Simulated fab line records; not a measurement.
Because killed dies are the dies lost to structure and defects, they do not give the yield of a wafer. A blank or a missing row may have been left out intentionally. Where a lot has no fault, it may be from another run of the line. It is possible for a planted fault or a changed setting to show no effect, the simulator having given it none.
fab line records	flow rit_cmos
record: lots: 6	wafers: 18	last_day: 7
route steps=202 shown SPACER@127 NSD@131 PSD@142 M1@202
lots that met no fault: from a run of the same line without faults
start_h: the number of hours between the record's first day and the start of the first shown wafer of the lot	wait_h: hours since the lot's step before	" identical to the entry in the row above	L1.1+2: several wafers, shown together as one row	- either no value or no given start	* or withheld: withheld	< > ~ a bound
route shown NAME@n: names a module that has steps shown in the file, with the first one's number in the route	usual: mean/standard deviation taken from wafers without a fault	same: alike in all rows	chamber/n: place in a boat	sites: per-site readings	_std_site: standard deviation across them	_edge_site: the outer-site mean with the inner-site mean subtracted	radius_mm: how far each site lies from the wafer's centre	mask NAME#n: copy n	behind: tool/chamber where the wafer was last shaped	hold: why the lot was held/for how many hours/how that ended	device: the transistor (n, p or np) that didn't switch	end of line: the tests these same wafers got at the end of their route	a step given without rows: its recipe and nothing more	killed: the dies lost at the first sort to structure and to defects; this is not the yield of the wafer	map: a wafer's dies, x killed, . not, _ none there
set.NAME: the setting as run; set.NAME@STEP: as run at that earlier step	model.NAME: the simulator's own value behind a step, which no gauge read
lots seen at some steps along the route; tables by step, rows by wafer
services: from which hour (start_h, from the record's first day; less than 0 if before it) a tool's chamber was out of use, for how many hours, and why
== steps ==
step: RIT_SPACER_CLEAN_02
recipe: chemistry: SC2	mix: 3:3:50	time_s: 600	temp_c: 75	dry: n2_spin
step: RIT_SPACER_CVD_03
recipe: material: Si3N4	target_thk_nm: 250	temp_c: 810	precursor: SiH2Cl2/NH3	time_s: 3300	pressure_mtorr: 300	sih2cl2_flow_sccm: 60	nh3_flow_sccm: 150
step: RIT_SPACER_THK_MEAS_04
recipe: reads: Si3N4_of_SPACER_CVD_03
usual: SPACER_NITRIDE_THK: 250.5/2
lot.wafer	tool	chamber	start_h	wait_h	SPACER_NITRIDE_THK[nm]
L722.4	film_metro-04	-	47.11	0.0	248.8
L722.5	"	-	"	"	246.2
L722.6	"	-	"	"	247.3
L733.2	film_metro-02	-	100.46	0.0	254.3
L733.3	"	-	"	"	251.2
L733.6	"	-	"	"	251.0
L736.1	film_metro-01	-	116.42	0.0	251.1
L736.4	"	-	"	"	250.4
L736.5	"	-	"	"	248.3
L741.3	film_metro-04	-	141.12	0.0	251.7
L741.4	"	-	"	"	248.7
L741.5	"	-	"	"	247.7
L742.2	film_metro-02	-	148.16	0.0	247.4
L742.3	"	-	"	"	249.2
L742.5	"	-	"	"	248.0
L743.1	film_metro-01	-	152.66	0.0	251.4
L743.5	"	-	"	"	248.9
L743.6	"	-	"	"	251.6
step: RIT_SPACER_ETCHBACK_05
recipe: target_depth_a: 2500	SF6_flow_sccm: 30	CHF3_flow_sccm: 30	target: Si3N4	chemistry: SF6/CHF3	pressure_mtorr: 40	rf_w: 250	time_s: 230.9	stop_on: SiO2
usual: drypump_motor_current_A: 5.8/0.43	oes_product_au: 0.869/0.016	throttle_valve_pct: 10.29/0.12
lot.wafer	tool	chamber	start_h	wait_h	drypump_motor_current_A	oes_product_au	rf_hours_counter_h	throttle_valve_pct
L722.4	rie_diel-01	2	47.14	0.0	5.7	0.890	56	10.39
L722.5	"	1	"	"	6.6	0.865	-	10.06
L722.6	"	2	"	"	5.7	0.880	-	10.39
L733.2	rie_diel-01	2	100.51	0.0	5.7	0.900	56	10.41
L733.3	"	0	"	"	5.5	0.875	7	10.31
L733.6	"	3	"	"	5.5	0.879	-	10.53
L736.1	rie_diel-03	1	116.48	0.1	6.1	0.865	59	10.22
L736.4	"	3	"	"	5.9	0.862	67	10.20
L736.5	"	0	"	"	5.3	0.836	-	10.39
L741.3	rie_diel-03	2	141.16	0.0	6.1	0.892	138	10.25
L741.4	"	3	"	"	5.9	0.852	67	10.19
L741.5	"	3	"	"	5.8	0.855	-	10.19
L742.2	rie_diel-03	1	148.21	0.0	6.1	0.865	60	10.20
L742.3	"	3	"	"	5.8	0.855	67	10.18
L742.5	"	2	"	"	6.1	0.881	-	10.23
L743.1	rie_diel-01	3	152.72	0.1	5.5	0.884	6	10.54
L743.5	"	3	"	"	5.6	0.878	-	10.52
L743.6	"	0	"	"	5.5	0.876	-	10.31
step: RIT_NSD_HMDS_00
recipe: prime_time_s: 60	prime_temp_c: 140
step: RIT_NSD_COAT_01
recipe: resist: NOVOLAK	spin_rpm: 3250	resist_thk_nm: 1000
step: RIT_NSD_SOFTBAKE_02
recipe: resist: NOVOLAK	temp_c: 90	time_s: 60
step: RIT_NSD_EXPOSE_03
recipe: mask_id: M9	na: 0.57	target_cd_nm: 40700	dose_mj: 250
step: RIT_NSD_PEB_04
recipe: resist: NOVOLAK	temp_c: withheld	time_s: withheld
step: RIT_NSD_DEVELOP_05
recipe: resist: NOVOLAK	develop_time_s: 50	dev_temp_c: 23
step: RIT_NSD_OVL_MEAS_06
usual: NSD_OVL: -1.5/2
lot.wafer	tool	chamber	start_h	wait_h	NSD_OVL[nm]
L722.4	overlay-02	-	48.28	-	0.4
L722.5	"	-	"	"	-0.2
L722.6	"	-	"	"	1.0
L733.2	overlay-01	-	101.58	-	-1.1
L733.3	"	-	"	"	-0.4
L733.6	"	-	"	"	-0.6
L736.1	overlay-01	-	117.48	-	-1.2
L736.4	"	-	"	"	-0.7
L736.5	"	-	"	"	-0.2
L741.3	overlay-02	-	142.23	-	-0.3
L741.4	"	-	"	"	-3.4
L741.5	"	-	"	"	-3.6
L742.2	overlay-02	-	149.22	-	-0.7
L742.3	"	-	"	"	0.9
L742.5	"	-	"	"	0.5
L743.1	overlay-01	-	153.72	-	-4.6
L743.5	"	-	"	"	-3.2
L743.6	"	-	"	"	-3.5
step: RIT_NSD_HARDBAKE_07
recipe: resist: NOVOLAK	temp_c: 140	time_s: 60
step: RIT_NSD_IMPLANT_08
recipe: species: P	energy_kev: 25	dose_cm2: 1e+15	tilt_deg: 7
usual: beam_energy_keV: 25.001/0.0069
lot.wafer	tool	chamber	start_h	wait_h	beam_energy_keV	model.implant.rp_nm	model.implant.drp_nm
L722.4	implanter-04	0	48.52	0.1	25.004	31.75	14.84
L722.5	"	0	"	"	25.002	31.75	14.84
L722.6	"	0	"	"	24.998	31.75	14.84
L733.2	implanter-04	0	101.79	0.1	23.521	31.84	14.3
L733.3	"	0	"	"	23.504	31.84	14.3
L733.6	"	0	"	"	23.508	31.84	14.3
L736.1	implanter-04	0	117.67	0.1	23.518	31.07	14.3
L736.4	"	0	"	"	23.530	31.07	14.3
L736.5	"	0	"	"	23.517	31.07	14.3
L741.3	implanter-01	0	142.46	0.1	24.991	33.58	14.84
L741.4	"	0	"	"	24.994	33.58	14.84
L741.5	"	0	"	"	25.010	33.58	14.84
L742.2	implanter-02	0	149.48	0.1	25.010	31.82	14.84
L742.3	"	0	"	"	24.989	31.82	14.84
L742.5	"	0	"	"	25.005	31.82	14.84
L743.1	implanter-02	0	153.91	0.1	24.997	30.45	14.84
L743.5	"	0	"	"	25.007	30.45	14.84
L743.6	"	0	"	"	25.007	30.45	14.84
step: RIT_NSD_STRIP_09
recipe: chemistry: O2	time_s: 180	resist: NOVOLAK	platen_temp_c: withheld	power_w: 500	pressure_mtorr: 4000	o2_flow_sccm: 4000
usual: drypump_motor_current_A: 5.6/0.4	rf_refl_power_W: 7.9/1.6
lot.wafer	tool	chamber	start_h	wait_h	drypump_motor_current_A	rf_hours_counter_h	rf_refl_power_W
L722.4	plasma_asher-03	0	48.66	0.1	5.9	-	9.1
L722.5	"	0	"	"	5.9	-	9.3
L722.6	"	1	"	"	5.5	-	9.6
L733.2	plasma_asher-01	1	101.91	0.1	5.7	33	5.5
L733.3	"	0	"	"	6.2	-	10.2
L733.6	"	1	"	"	5.7	-	5.8
L736.1	plasma_asher-01	0	117.82	0.1	6.2	35	9.5
L736.4	"	0	"	"	6.2	-	9.8
L736.5	"	0	"	"	6.2	-	9.8
L741.3	plasma_asher-01	0	142.62	0.1	6.2	-	10.0
L741.4	"	1	"	"	5.8	-	5.7
L741.5	"	1	"	"	5.8	-	5.9
L742.2	plasma_asher-03	1	149.61	0.1	5.5	51	10.0
L742.3	"	0	"	"	6.0	-	9.3
L742.5	"	1	"	"	5.5	-	9.9
L743.1	plasma_asher-03	0	154.06	0.1	6.0	51	9.4
L743.5	"	1	"	"	5.5	-	10.3
L743.6	"	0	"	"	5.9	-	9.4
step: RIT_NSD_TW_MEAS_10
usual: NSD_TW: 3100/16
lot.wafer	tool	chamber	start_h	wait_h	NSD_TW
L722.4	film_metro-04	-	48.80	0.1	3118
L722.5	"	-	"	"	3092
L722.6	"	-	"	"	3108
L733.2	film_metro-04	-	102.10	0.1	3041
L733.3	"	-	"	"	3057
L733.6	"	-	"	"	3043
L736.1	film_metro-03	-	117.99	0.1	3055
L736.4	"	-	"	"	3060
L736.5	"	-	"	"	3049
L741.3	film_metro-04	-	142.75	0.1	3064
L741.4	"	-	"	"	3079
L741.5	"	-	"	"	3081
L742.2	film_metro-03	-	149.79	0.1	3103
L742.3	"	-	"	"	3108
L742.5	"	-	"	"	3101
L743.1	film_metro-02	-	154.23	0.1	3066
L743.5	"	-	"	"	3068
L743.6	"	-	"	"	3070
step: RIT_PSD_HMDS_00
recipe: prime_time_s: 60	prime_temp_c: 140
step: RIT_M1_PROBE_99
usual: killed_at_front_end: 7/3	killed_dies: 7/3	killed_on_rim: 1.9/1.4	killed_open: 3.2/1.8	killed_short: 3.5/2.1
same: gross_dies: 264	killed_at_M0_to_M3: 0	killed_at_M4_up: 0	killed_at_back_side: 0	killed_at_contacts: 0	killed_at_other: 0
lot.wafer	tool	chamber	start_h	wait_h	killed_at_front_end	killed_dies	killed_on_rim	killed_open	killed_short	model.etest.contact_nplus.end_ohm_um
L722.4	prober-01	-	58.93	0.2	5	5	1	0	5	40.66
L722.5	prober-01	-	58.98	0.2	2	2	1	0	2	40.87
L722.6	prober-01	-	59.03	0.2	5	5	2	2	3	40.14
L733.2	prober-01	-	111.78	0.1	8	8	2	4	4	40.08
L733.3	prober-01	-	111.83	0.2	9	9	3	6	3	40.05
L733.6	prober-01	-	111.98	0.2	3	3	0	0	3	40.9
L736.1	prober-02	-	128.57	0.1	8	8	1	2	6	40.61
L736.4	prober-02	-	128.72	0.2	6	6	1	1	5	41.41
L736.5	prober-02	-	128.77	0.2	9	9	2	3	6	42.03
L741.3	prober-01	-	153.01	0.2	6	6	0	3	3	40.09
L741.4	prober-01	-	153.06	0.2	6	6	0	3	3	39.12
L741.5	prober-01	-	153.11	0.2	6	6	0	3	3	39.66
L742.2	prober-02	-	159.52	0.1	5	5	0	3	2	40.55
L742.3	prober-02	-	159.57	0.2	7	7	2	5	2	41.67
L742.5	prober-02	-	159.67	0.2	7	7	4	2	5	41.08
L743.1	prober-01	-	163.72	0.1	6	6	0	3	3	41.77
L743.5	prober-01	-	163.92	0.2	4	4	0	2	2	40.75
L743.6	prober-01	-	163.97	0.2	5	5	5	2	3	41.27
killed by level:class
L722.4 FOX1:geometric_particle:short=3 SPACER:geometric_particle:short=2
L722.5 FOX1:geometric_particle:short=1 REOX:geometric_particle:short=1
L722.6 FOX1:geometric_particle:open=2 FOX1:geometric_particle:short=2 FOX2:geometric_particle:short=1
L733.2 FOX1:geometric_particle:short=2 GATE:geometric_particle:open=2 FOX1:geometric_particle:open=1 GATE:geometric_particle:short=1 REOX:geometric_particle:open=1 SPACER:geometric_particle:short=1
L733.3 SPACER:geometric_particle:open=4 REOX:geometric_particle:short=2 FOX1:geometric_particle:open=2 GATE:geometric_particle:short=1
L733.6 FOX2:geometric_particle:short=2 GATE:geometric_particle:short=1
L736.1 REOX:geometric_particle:short=2 SPACER:geometric_particle:short=2 FOX1:geometric_particle:short=1 GATE:geometric_particle:short=1 GATE:geometric_particle:open=1 SPACER:geometric_particle:open=1
L736.4 SPACER:geometric_particle:short=4 GATE:geometric_particle:short=1 SPACER:geometric_particle:open=1
L736.5 GATE:geometric_particle:short=4 SILICIDE:geometric_particle:short=2 SILICIDE:geometric_particle:open=2 REOX:geometric_particle:open=1
L741.3 SILICIDE:geometric_particle:short=2 FOX1:geometric_particle:open=1 GATE:geometric_particle:open=1 GATE:geometric_particle:short=1 SILICIDE:geometric_particle:open=1
L741.4 FOX2:geometric_particle:short=2 GATE:geometric_particle:open=2 FOX2:geometric_particle:open=1 SPACER:geometric_particle:short=1
L741.5 SPACER:geometric_particle:open=2 FOX2:geometric_particle:short=1 FOX2:geometric_particle:open=1 GATE:geometric_particle:short=1 SPACER:geometric_particle:short=1
L742.2 GATE:geometric_particle:open=1 SPACER:geometric_particle:short=1 SPACER:geometric_particle:open=1 SILICIDE:geometric_particle:open=1 SILICIDE:geometric_particle:short=1
L742.3 FOX2:geometric_particle:open=3 FOX1:geometric_particle:open=2 GATE:geometric_particle:short=2
L742.5 GATE:geometric_particle:short=2 SILICIDE:geometric_particle:short=2 FOX2:geometric_particle:open=1 FOX2:geometric_particle:short=1 SPACER:geometric_particle:open=1
L743.1 GATE:geometric_particle:open=2 FOX2:geometric_particle:open=1 FOX2:geometric_particle:short=1 GATE:geometric_particle:short=1 REOX:geometric_particle:short=1
L743.5 FOX1:geometric_particle:short=1 FOX2:geometric_particle:open=1 GATE:geometric_particle:short=1 REOX:geometric_particle:open=1
L743.6 FOX1:geometric_particle:open=2 SPACER:geometric_particle:short=2 FOX1:geometric_particle:short=1
== services ==
tool	chamber	start_h	hours	kind
plasma_asher-03	-	25.21	1.6	repair
plasma_asher-03	-	25.40	3.0	repair
rie_diel-03	2	26.62	7.9	repair
implanter-02	-	31.30	2.7	repair
implanter-01	-	44.91	1.5	repair
plasma_asher-03	-	60.21	2.8	pm
implanter-04	-	60.82	4.7	repair
implanter-01	-	78.50	6.1	repair
plasma_asher-03	-	81.50	28.1	pm
rie_diel-03	1	82.04	5.8	repair
implanter-01	-	97.13	8.4	repair
rie_diel-01	-	107.19	14.6	pm
implanter-02	-	108.31	6.9	repair
rie_diel-01	-	122.60	1.5	repair
implanter-04	-	129.17	8.5	repair
plasma_asher-03	-	131.59	9.1	repair
rie_diel-01	2	135.59	19.8	repair
implanter-02	-	136.48	7.4	pm
== key ==
first_sign: step: RIT_NSD_IMPLANT_08	reading: beam_energy_keV	direction: down	sigmas: 99+	usual: 25.001	struck: 23.516
effect: step: RIT_NSD_TW_MEAS_10	reading: NSD_TW	direction: down	sigmas: 3.1	usual: 3100	struck: 3051
model_effect: step: RIT_NSD_IMPLANT_08	value: implant.rp_nm	without: 32.78	struck: 31.45
model_effect: step: RIT_M1_PROBE_99	value: etest.contact_nplus.end_ohm_um	without: 39.49	struck: 40.85
met_at RIT_NSD_IMPLANT_08
struck_wafers L733.2,L733.3,L733.6,L736.1,L736.4,L736.5
tester_left_out L733,L736
loop_trim: step: RIT_M1_EXPOSE_06	setting: dose	lots: L736
onset_between 48.52 101.79
fault: kind: process_parameter_drift	tool: implanter-04	chamber: -	onset_h: 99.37	steps: RIT_NSD_IMPLANT_08	channel: energy_kev	offset: -1.4813	shape: step	end_h: 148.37	acts_in: these_recipes_only	stated: 25
tester_left_out: of these lots the tester's yield and bins aren't shown, on N5 and GAA mostly nor the transistor test; their killed dies are dies lost to structure and defects alone, not to doping, threshold or leakage, so they don't give the yield
loop_trim: a control loop set the setting to another value than it would have without faults
